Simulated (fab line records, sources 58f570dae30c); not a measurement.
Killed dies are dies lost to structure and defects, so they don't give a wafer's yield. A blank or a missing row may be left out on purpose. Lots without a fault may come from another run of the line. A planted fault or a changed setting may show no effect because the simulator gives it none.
One fault seen from 2 desks | flow berkeley_cmos170 | each desk has only its own numbers; what lay behind them comes last

THE METROLOGY DESK
What the gauges read, lot by lot, whatever tool the lot ran on: means of the sampled wafers that have a number. A lot is out of limits, marked OUT, if its mean lies more than 4 standard deviations from the usual mean; the brackets give that distance.
Columns: A = PLDD_RS at UCB170_SDANNEAL_RS_MEAS_04, usual 1031.5 ohm/sq
lot  | first seen here | A
L546 | day 6 16:43     | 1035.6
L547 | day 6 16:58     | 1029.4
L548 | day 7 02:10     | 1029.2
L550 | day 7 13:35     | 1034.0
L551 | day 7 13:54     | 1030.8
L549 | day 7 14:17     | 1028.8
L552 | day 8 13:50     | 1030.8
L553 | day 8 14:04     | 1033.8
L554 | day 8 14:16     | 1030.1
L556 | day 8 18:10     | 1117.6 (+30) OUT
L555 | day 8 18:32     | 1057.7 (+9.0) OUT
L560 | day 9 19:16     | 1028.1
L562 | day 10 04:37    | 1068.6 (+13) OUT
L567 | day 11 10:07    | 1032.1
L566 | day 11 13:38    | 1030.5
This desk's finding: out of limits on L555, L556, L562; first on L556, day 8 18:10 (PLDD_RS at UCB170_SDANNEAL_RS_MEAS_04). In limits: L546, L547, L548, L550, L551, L549, L552, L553, L554, L560, L567, L566.

THE TOOL OWNER'S DESK: furnace-01
The tool's own readings at UCB170_SPACER_ANNEAL_02 (time 1800 s): means of the sampled wafers that have a number, for each lot that ran on this tool. A lot is out of limits, marked OUT, if its mean lies more than 4 standard deviations from the usual mean; the brackets give that distance.
Columns: A = spike_tc_centre_C at UCB170_SPACER_ANNEAL_02, usual 902.7 C; B = spike_tc_source_C at UCB170_SPACER_ANNEAL_02, usual 925.1 C
lot  | first seen here | A               | B
L546 | day 6 10:39     | 902.5           | 925.8
L547 | day 6 10:39     | 903.3           | 925.6
L549 | day 7 06:04     | 903.4           | 926.6
L550 | day 7 06:04     | 902.5           | 926.0
L551 | day 7 06:04     | 903.0           | 926.4
L552 | day 8 06:55     | 902.1           | 926.3
L553 | day 8 06:55     | 903.0           | 925.9
L554 | day 8 06:55     | 903.6           | 925.2
L555 | day 8 12:22     | 867.8 (-25) OUT | 926.1
L556 | day 8 12:22     | 867.4 (-25) OUT | 927.0
L562 | day 9 21:25     | 867.1 (-25) OUT | 927.4
This desk's finding: out of limits on L555, L556, L562; first on L555, day 8 12:22 (spike_tc_centre_C at UCB170_SPACER_ANNEAL_02). In limits: L546, L547, L549, L550, L551, L552, L553, L554.

PUT TOGETHER
The tool owner's desk could have raised an alarm at day 8 12:22, on L555, L556, L562.
The metrology desk could have raised an alarm at day 8 18:10, on L555, L556, L562.
Of the lots named, all ran UCB170_SPACER_ANNEAL_02 on furnace-01.

WHAT THE SIMULATOR HAD PUT IN
Process parameter drift: furnace-01, from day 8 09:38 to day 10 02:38, at UCB170_SPACER_ANNEAL_02. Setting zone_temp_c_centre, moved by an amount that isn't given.
Lots struck among those shown: L555, L556, L562.
Hours from the fault's start to each desk's first reading out of limits: the tool owner's desk, 3; the metrology desk, 9.
